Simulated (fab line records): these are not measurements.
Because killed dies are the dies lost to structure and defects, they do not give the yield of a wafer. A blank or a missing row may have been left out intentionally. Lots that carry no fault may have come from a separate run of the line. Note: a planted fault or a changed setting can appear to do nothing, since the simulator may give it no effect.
Split-lot study + flow ritCmos + 5 lots, 23 wafers read, on a route of 202 steps

## THE SPLIT ITSELF
At RIT_SILICIDE_SPUTTER_01 (material Ti, target thk 30 nm, time 240 s), the setting timeS was moved away from the recipe's 240 s on 11 of the 23 wafers read, by -14.2% to +11.3%. This setting was run at the recipe's value on the other wafers.

## FROM SPLIT TO READING: 1 step shown by the file between the two
- RIT_SILICIDE_RS_MEAS_02: measures by four-point-probe

## THE READING
SILICIDE_TI_THK, in nm, at RIT_SILICIDE_THK_MEAS_03 (measures by xrf). Fault-free wafers of this fab line usually give 29.7 nm, standard deviation 0.4 nm.

| wafer  | tool, chamber at the split | timeS as run, s | against the recipe | SILICIDE_TI_THK, nm | against lot-mates on the recipe |
|--------|----------------------------|-----------------|--------------------|---------------------|---------------------------------|
| L076.1 | pvdSputter-04, -           | 240             | recipe             | 29.2                | -                               |
| L076.3 | pvdSputter-04, -           | 240             | recipe             | 29.7                | -                               |
| L076.4 | pvdSputter-04, -           | 240             | recipe             | 29.8                | -                               |
| L077.2 | pvdSputter-03, -           | 240             | recipe             | 29.4                | -                               |
| L077.3 | pvdSputter-03, -           | 267.2           | +11.3%             | 32.6                | +3.2                            |
| L077.4 | pvdSputter-03, -           | 267.2           | +11.3%             | 32.6                | +3.2                            |
| L077.5 | pvdSputter-03, -           | 267.2           | +11.3%             | 32.2                | +2.8                            |
| L077.6 | pvdSputter-03, -           | 240             | recipe             | 29.4                | -                               |
| L078.2 | pvdSputter-01, -           | 262.5           | +9.4%              | 33.2                | +3.7                            |
| L078.3 | pvdSputter-01, -           | 262.5           | +9.4%              | 32.4                | +2.9                            |
| L078.4 | pvdSputter-01, -           | 262.5           | +9.4%              | 32.7                | +3.2                            |
| L078.5 | pvdSputter-01, -           | 240             | recipe             | 29.8                | -                               |
| L078.6 | pvdSputter-01, -           | 240             | recipe             | 29.2                | -                               |
| L079.1 | pvdSputter-03, -           | 240             | recipe             | 29.0                | -                               |
| L079.3 | pvdSputter-03, -           | 206             | -14.2%             | 25.3                | -3.9                            |
| L079.4 | pvdSputter-03, -           | 206             | -14.2%             | 25.0                | -4.2                            |
| L079.5 | pvdSputter-03, -           | 240             | recipe             | 29.5                | -                               |
| L079.6 | pvdSputter-03, -           | 240             | recipe             | 29.0                | -                               |
| L082.1 | pvdSputter-04, -           | 240             | recipe             | 29.9                | -                               |
| L082.3 | pvdSputter-04, -           | 249.4           | +3.9%              | 31.2                | +1.1                            |
| L082.4 | pvdSputter-04, -           | 240             | recipe             | 30.4                | -                               |
| L082.5 | pvdSputter-04, -           | 249.4           | +3.9%              | 31.4                | +1.2                            |
| L082.6 | pvdSputter-04, -           | 249.4           | +3.9%              | 31.1                | +1.0                            |

THE FIT
A straight line over all 23 wafers: SILICIDE_TI_THK changes by +0.304 nm for each +1% of timeS; r = +0.98; the points scatter about the line by 0.46 nm.
The same after taking each lot's own level away (the mean of its wafers on the recipe; 23 wafers): +0.293 nm for each +1%; r = +0.99; scatter 0.33 nm.
The reading moves by 4.1 nm for the largest change in timeS, on that fit.
Measured against the standard deviation above, the lots' own levels, which go from 29.17 to 30.15 nm, span 2.5 times it.
The two slopes agree, so the slope changes little with the lot-to-lot level.
Check: -4.21 nm against its lot-mates is what the line predicts for one of the wafers moved furthest among these (-14.2%) when that wafer is left out of the fit. Against them it came out at -3.87 nm.

## THE WHOLE CHAIN: every reading that the file lists as answering this split, in the file's order
| step                     | what it does                              | reading                                                                          | change (the file's fit)               | r (the file's) |
|--------------------------|-------------------------------------------|----------------------------------------------------------------------------------|---------------------------------------|----------------|
| RIT_SILICIDE_SPUTTER_01  | material Ti, target thk 30 nm, time 240 s | Ti_of_SILICIDE_SPUTTER_01.thkNm (the simulator's own value, which no gauge read) | +0.295 nm for each +1% of the setting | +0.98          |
| RIT_SILICIDE_RS_MEAS_02  | measures by four-point-probe              | SILICIDE_TI_RS                                                                   | -0.629 for each +1% of the setting    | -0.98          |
| RIT_SILICIDE_THK_MEAS_03 | measures by xrf                           | SILICIDE_TI_THK                                                                  | +0.293 for each +1% of the setting    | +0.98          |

## THE FILE'S OWN FIT
SILICIDE_TI_THK changes by +0.293 nm for each +1% of timeS, r = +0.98.
